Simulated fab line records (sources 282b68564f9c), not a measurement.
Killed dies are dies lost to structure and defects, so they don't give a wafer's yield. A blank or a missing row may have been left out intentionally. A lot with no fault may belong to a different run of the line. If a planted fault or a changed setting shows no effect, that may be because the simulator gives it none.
Problem report, 8D (eight disciplines) form, completed by code || flow rit cmos || the parts of the form that need people (team, actions taken, sign-off) are left out

## 1. PROBLEM STATEMENT
NLDD_TW at RIT_NLDD_TW_MEAS_10 reads a mean of 2722 on 6 wafers of 2 lots; wafers without a fault read 2476 with a standard deviation of 20. That puts it +12 standard deviations away from the usual mean.
The first sign was on wafer L535.1 at day 5 16:53, on film metro-02. At this step, 42 wafers from 14 lots have a number in the record. By rule, "out" or "out of limits" means more than 4 standard deviations away from the usual mean. The other wafers with a number count as sound.

## 2. WHAT IT IS; WHAT IT IS NOT
{"question": "which readings at this step", "is": "NLDD_TW", "is not": "-"}
{"question": "which lots", "is": "L535, L539", "is not": "L523, L524, L525, L526, L527, L528, L529, L530, L531, L537, L540, L542"}
{"question": "which wafers of those lots", "is": "all that have a number", "is not": "-"}
{"question": "read on which gauges", "is": "film metro-01, film metro-02", "is not": "film metro-04"}
{"question": "when", "is": "from day 5 16:53", "is not": "up to then (27 sound wafers); but 9 sound wafers of L537, L540, L542 came after"}

## 3. THE SUSPECTS, EACH WITH WHAT RULES IT OUT
Counting: any tool at a process step up to the reading is kept as a suspect provided that every lot that is out went through it and no sound lot did after the first of them.
- the gauge at RIT_NLDD_TW_MEAS_10: ruled out. Those wafers that are out were read across 2 gauges (film metro-01, film metro-02).
- implanter-04 at RIT_NLDD_IMPLANT_08: kept. It processed each lot that is out, first L535 at day 5 16:34, and no sound lot thereafter; up to then, the last sound lot it processed was L529 at day 4 10:56. Its own dose ions cm2, faraday current uA readings are out on those wafers.
Remaining after the count: implanter-04 at RIT_NLDD_IMPLANT_08.

## 4. THE CAUSE (what the simulator had put in)
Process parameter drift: implanter-04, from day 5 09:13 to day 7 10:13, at RIT_NLDD_IMPLANT_08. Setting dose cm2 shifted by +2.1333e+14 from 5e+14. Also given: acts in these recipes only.
This tool alone remained once counting was done.

## 5. SEQUENCE OF EFFECTS, ordered by route
Each row: a reading whose mean over the struck wafers that have a number lies more than 3 standard deviations from the usual. Scope: only readings with a usual standard deviation given in the record; hours: median across lots of the time from each lot's start at the first step in this table that gives one to its start at this step; sigmas: change in usual standard deviations.
{"hours": 0, "step": "RIT_NLDD_IMPLANT_08", "reading": "dose ions cm2", "usual": 5.001e+14, "on struck wafers": 7.134e+14, "change": "+2.133e+14", "sigmas": "+99 or more"}
{"hours": 0, "step": "RIT_NLDD_IMPLANT_08", "reading": "faraday current uA", "usual": 1570, "on struck wafers": 2252, "change": "+682", "sigmas": "+23"}
{"hours": 0, "step": "RIT_NLDD_TW_MEAS_10", "reading": "NLDD_TW", "usual": 2476, "on struck wafers": 2722, "change": "+246", "sigmas": "+12"}
{"hours": 9, "step": "RIT_SDANNEAL_RS_MEAS_07", "reading": "NLDD_RS", "usual": "151.6 ohm/sq", "on struck wafers": 113.8, "change": -37.8, "sigmas": -66}
Process steps it contains:
- RIT_NLDD_IMPLANT_08
Later steps that measure or inspect, where all struck wafers having a row at the step show a number for every such reading and not one has moved that far: RIT_PSD_OVL_MEAS_06.

## 6. HOW IT WOULD HAVE BEEN CAUGHT EARLIER
Counted from the fault's start at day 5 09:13, it took 8 hours until the first out-of-limits reading at a measuring or inspecting step in this record, taken at day 5 16:53.
The tool's own readings at RIT_NLDD_IMPLANT_08 were out on every struck wafer that the step has a row for (dose ions cm2, faraday current uA): an alarm limit on them would have fired on the first of those.
L539, from the lots that are out (2), started RIT_NLDD_IMPLANT_08 on implanter-04 later than day 5 16:53. Putting the tool on hold at that point would have spared it.
